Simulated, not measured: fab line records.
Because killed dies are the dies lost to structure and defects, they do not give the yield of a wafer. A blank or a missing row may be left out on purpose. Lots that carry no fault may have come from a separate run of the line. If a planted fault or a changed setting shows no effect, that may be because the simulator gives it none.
Split-lot study ; flow berkeley cmos170 ; 5 lots, 23 wafers read, on a route of 331 steps

## THE SPLIT ITSELF
At UCB170_M3_SPUTTER_01 (material Al, target thk 900 nm, time 120 s), the setting chamber pressure pa was moved away from the recipe's 0.5 Pa on 20 of the 23 wafers read, by -10.5% to +14.5%. For the rest of the wafers, this setting stayed at what the recipe calls for.

## FROM THE SPLIT ON TO THE READING: in between, the file shows 1 step
- UCB170_M3_RS_MEAS_02: measures by four-point-probe

## THE READING
M3_AL_THK, in nm, at UCB170_M3_THK_MEAS_03 (measures by xrf). Typical for fault-free wafers on this fab line: 899 nm, with standard deviation 9.3 nm.

wafer;tool, chamber at the split;chamber pressure pa as run, Pa;against the recipe;M3_AL_THK, nm;against lot-mates on the recipe
L074.1;pvd sputter-03, -;0.5;recipe;901;-
L074.5;pvd sputter-03, -;0.5;recipe;902;-
L074.6;pvd sputter-03, -;0.5;recipe;900;-
L076.1;pvd sputter-04, -;0.4473;-10.5%;931;no lot-mate on the recipe
L076.2;pvd sputter-04, -;0.4473;-10.5%;922;no lot-mate on the recipe
L076.3;pvd sputter-04, -;0.4473;-10.5%;917;no lot-mate on the recipe
L076.4;pvd sputter-04, -;0.4473;-10.5%;929;no lot-mate on the recipe
L076.6;pvd sputter-04, -;0.4473;-10.5%;925;no lot-mate on the recipe
L077.2;pvd sputter-03, -;0.5415;+8.3%;859;no lot-mate on the recipe
L077.3;pvd sputter-03, -;0.5415;+8.3%;869;no lot-mate on the recipe
L077.4;pvd sputter-03, -;0.5415;+8.3%;876;no lot-mate on the recipe
L077.5;pvd sputter-03, -;0.5415;+8.3%;858;no lot-mate on the recipe
L077.6;pvd sputter-03, -;0.5415;+8.3%;864;no lot-mate on the recipe
L081.1;pvd sputter-02, -;0.4532;-9.4%;913;no lot-mate on the recipe
L081.2;pvd sputter-02, -;0.4532;-9.4%;926;no lot-mate on the recipe
L081.3;pvd sputter-02, -;0.4532;-9.4%;931;no lot-mate on the recipe
L081.5;pvd sputter-02, -;0.4532;-9.4%;929;no lot-mate on the recipe
L081.6;pvd sputter-02, -;0.4532;-9.4%;928;no lot-mate on the recipe
L084.1;pvd sputter-04, -;0.5724;+14.5%;849;no lot-mate on the recipe
L084.3;pvd sputter-04, -;0.5724;+14.5%;852;no lot-mate on the recipe
L084.4;pvd sputter-04, -;0.5724;+14.5%;844;no lot-mate on the recipe
L084.5;pvd sputter-04, -;0.5724;+14.5%;852;no lot-mate on the recipe
L084.6;pvd sputter-04, -;0.5724;+14.5%;850;no lot-mate on the recipe

THE FIT
A straight line over all 23 wafers: M3_AL_THK changes by -3.15 nm for each +1% of chamber pressure pa; r = -0.98; the points scatter about the line by 6.3 nm.
Too few moved wafers have a lot-mate on the recipe to fit a line with each lot's own level taken away.

## THE WHOLE CHAIN: every reading that the file lists as answering this split, in the file's order
step;what it does;reading;change (the file's fit);r (the file's)
UCB170_M3_SPUTTER_01;material Al, target thk 900 nm, time 120 s;Al_of_M3_SPUTTER_01.thk nm (the simulator's own value, which no gauge read);-2.89 nm for each +1% of the setting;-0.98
UCB170_M3_RS_MEAS_02;measures by four-point-probe;M3_AL_RS;+0.000109 for each +1% of the setting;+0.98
UCB170_M3_THK_MEAS_03;measures by xrf;M3_AL_THK;-3.15 for each +1% of the setting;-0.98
UCB170_M3_METAL_ETCH_18;etches Al in Cl2/BCl3, stops on SiO2, target depth 1170 nm, time 195 s;etch.depth nm (the simulator's own value, which no gauge read);-2.89 nm for each +1% of the setting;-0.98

## FILE'S OWN FIT
M3_AL_THK changes by -3.15 nm for each +1% of chamber pressure pa, r = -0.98.
